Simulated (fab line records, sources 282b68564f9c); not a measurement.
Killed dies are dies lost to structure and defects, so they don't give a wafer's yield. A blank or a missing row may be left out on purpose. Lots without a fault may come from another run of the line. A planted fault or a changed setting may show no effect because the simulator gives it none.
Which tool did it? | flow rit_cmos | 14 lots, 42 wafers sampled, at 5 steps of a route of 202

WHAT THE GAUGES READ, wafer by wafer
RIT_FOX2_THK_MEAS_90.
lot  | measured    | on            | FIELD_OXIDE_LEFT_1_THK (nm)
L352 | day 2 03:16 | film_metro-03 | 320 317 319
L353 | day 2 07:20 | film_metro-02 | 321 330 329
L355 | day 2 15:18 | film_metro-01 | 323 323 322
L356 | day 2 20:23 | film_metro-03 | 316 316 311
L357 | day 3 04:46 | film_metro-03 | 319 313 320
L358 | day 3 07:49 | film_metro-02 | 331 330 330
L359 | day 3 15:33 | film_metro-03 | 322 323 330
L360 | day 3 17:29 | film_metro-01 | 318 318 318
L363 | day 4 12:25 | film_metro-01 | 315 315 318
L364 | day 4 12:26 | film_metro-03 | 324 322 333
L366 | day 5 01:31 | film_metro-01 | 314 310 315
L368 | day 5 13:50 | film_metro-01 | 318 321 326
L372 | day 6 04:38 | film_metro-03 | 309 312 313
L373 | day 6 09:25 | film_metro-03 | 319 316 319

RIT_PWELL_TW_MEAS_10.
lot  | measured    | on            | PWELL_TW
L352 | day 2 06:29 | film_metro-01 | 956 959 958
L353 | day 2 10:36 | film_metro-04 | 955 954 955
L355 | day 2 18:32 | film_metro-02 | 947 955 949
L356 | day 2 23:29 | film_metro-01 | 955 960 953
L357 | day 3 08:05 | film_metro-01 | 956 958 954
L358 | day 3 11:02 | film_metro-01 | 952 949 952
L359 | day 3 19:00 | film_metro-04 | 944 948 944
L360 | day 3 20:45 | film_metro-02 | 960 953 948
L363 | day 4 15:36 | film_metro-04 | 954 950 951
L364 | day 4 15:44 | film_metro-01 | 1035 1037 1037
L366 | day 5 04:49 | film_metro-01 | 1036 1037 1038
L368 | day 5 17:16 | film_metro-02 | 949 950 947
L372 | day 6 08:03 | film_metro-02 | 945 942 947
L373 | day 6 12:31 | film_metro-02 | 946 946 948

RIT_WELLDRIVE_RS_MEAS_02: measures by four-point-probe.
lot  | measured    | on            | PWELL_RS (ohm/sq)
L352 | day 2 11:46 | film_metro-04 | 429.4 431.4 429.7
L353 | day 2 15:52 | film_metro-04 | 429.7 427.2 429.1
L355 | day 2 23:47 | film_metro-04 | 429.6 429.5 429.6
L356 | day 3 05:08 | film_metro-02 | 428.0 428.7 428.8
L357 | day 3 13:21 | film_metro-02 | 428.6 428.0 428.3
L358 | day 3 16:18 | film_metro-02 | 431.8 430.1 430.4
L359 | day 4 00:16 | film_metro-01 | 427.6 426.2 429.0
L360 | day 4 03:11 | film_metro-04 | 429.0 428.9 429.8
L363 | day 4 20:52 | film_metro-01 | 429.3 429.7 429.7
L364 | day 4 21:53 | film_metro-01 | 364.5 363.9 364.6
L366 | day 5 10:04 | film_metro-01 | 363.5 364.9 364.5
L368 | day 5 22:33 | film_metro-02 | 427.4 428.3 426.6
L372 | day 6 14:17 | film_metro-01 | 428.9 428.0 429.1
L373 | day 6 18:51 | film_metro-01 | 428.4 430.7 428.0

RIT_GATE_CD_MEAS_90: target cd 150 nm.
lot  | measured    | on        | cd_nm (nm)
L352 | day 2 20:52 | cd_sem-02 | 148.5 146.2 146.7
L353 | day 3 00:26 | cd_sem-02 | 147.9 146.9 147.0
L355 | day 3 09:38 | cd_sem-02 | 150.2 152.3 148.7
L356 | day 3 13:47 | cd_sem-02 | 151.1 149.9 151.5
L357 | day 3 21:35 | cd_sem-01 | 150.8 147.8 149.0
L358 | day 4 05:30 | cd_sem-01 | 149.9 150.8 151.0
L359 | day 4 10:53 | cd_sem-01 | 154.0 152.3 153.2
L360 | day 4 13:26 | cd_sem-01 | 154.4 153.4 151.4
L363 | day 5 05:49 | cd_sem-01 | 150.5 151.2 150.3
L364 | day 5 06:49 | cd_sem-02 | 146.3 147.9 147.6
L366 | day 5 18:28 | cd_sem-01 | 146.3 146.0 148.5
L368 | day 6 07:26 | cd_sem-01 | 153.2 151.9 152.6
L372 | day 6 22:49 | cd_sem-01 | 148.8 148.5 144.9
L373 | day 7 03:53 | cd_sem-01 | 149.6 149.2 151.8

WHICH TOOL RAN EACH LOT (tool, then ch and the chambers of the sampled wafers, then the start)
lot  | RIT_PWELL_IMPLANT_08
L352 | implanter-04 ch 0, day 2 06:10
L353 | implanter-03 ch 0, day 2 10:17
L355 | implanter-04 ch 0, day 2 18:13
L356 | implanter-01 ch 0, day 2 23:11
L357 | implanter-01 ch 0, day 3 07:46
L358 | implanter-01 ch 0, day 3 10:43
L359 | implanter-03 ch 0, day 3 18:40
L360 | implanter-04 ch 0, day 3 20:25
L363 | implanter-03 ch 0, day 4 15:17
L364 | implanter-04 ch 0, day 4 15:25
L366 | implanter-04 ch 0, day 5 04:29
L368 | implanter-01 ch 0, day 5 16:58
L372 | implanter-01 ch 0, day 6 07:43
L373 | implanter-01 ch 0, day 6 12:11
- RIT_PWELL_IMPLANT_08

WHAT THE TOOLS THEMSELVES READ (means of the sampled wafers that have a number; where no wafer has one, the mark that the record gives instead)
RIT_PWELL_IMPLANT_08.
lot  | tool         | beam_energy_keV | dose_ions_cm2 | faraday_current_uA
L352 | implanter-04 | 170.03          | 7e+13         | 225
L353 | implanter-03 | 169.99          | 7e+13         | 219
L355 | implanter-04 | 170.04          | 7e+13         | 222
L356 | implanter-01 | 169.97          | 7e+13         | 223
L357 | implanter-01 | 170.01          | 7e+13         | 225
L358 | implanter-01 | 170.00          | 7e+13         | 223
L359 | implanter-03 | 170.05          | 7e+13         | 220
L360 | implanter-04 | 170.02          | 7e+13         | 222
L363 | implanter-03 | 169.97          | 7e+13         | 223
L364 | implanter-04 | 170.01          | 9e+13         | 288
L366 | implanter-04 | 169.99          | 9e+13         | 287
L368 | implanter-01 | 169.91          | 7e+13         | 221
L372 | implanter-01 | 170.07          | 7e+13         | 222
L373 | implanter-01 | 170.05          | 7e+13         | 221

THE ANSWER, worked out from the rows above alone
Rule: what is usual is taken from the lots themselves. Put in order of their means at a reading, lots are off if they are a third of the lots or fewer, leave a main group of 4 or more, and stand apart from it by a gap of 3 or more times the standard deviation of the main group's means; of several such gaps the widest counts. A main group whose means are all the same, to the digits that the tables above print for the reading, isn't used. A lot without any number at a reading at which 4 lots or more have one is off too. The other lots that the step has rows for count as sound. The gauges are gone through in route order, then the tools' own readings, and for those a lot's mean is taken as printed above. The first step at which some lot is off is used, and at that step the reading that is off furthest; a lot without a number counts as furthest.
Off: L364, L366, at RIT_PWELL_TW_MEAS_10 (PWELL_TW). The main group: mean 951, standard deviation 4.2.
A tool fits if, at a process step before that reading, it ran every lot that is off, and no sound lot after the first of them. The gauges at RIT_PWELL_TW_MEAS_10 aren't tried: what is off there is off at RIT_PWELL_IMPLANT_08 too, on other tools, and a gauge's error can't cause that. One fits: implanter-04 at RIT_PWELL_IMPLANT_08. Its last sound lot is L360 (day 3 20:25), its first lot that is off L364 (day 4 15:25): a fault that began between those two fits.
The tool's own readings at RIT_PWELL_IMPLANT_08 bear it out: on the lots that are off they differ by more than 5 times the standard deviation of the sound lots' means. dose_ions_cm2 reads 9e+13 there against 7e+13 on the sound lots; faraday_current_uA reads 288 there against 222 on the sound lots.

WHAT THE SIMULATOR HAD PUT IN
Process parameter drift: implanter-04, from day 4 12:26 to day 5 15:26, at RIT_PWELL_IMPLANT_08. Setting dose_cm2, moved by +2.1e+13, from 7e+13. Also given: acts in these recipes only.
Lots struck among those shown: L364, L366. The rule above found the same.
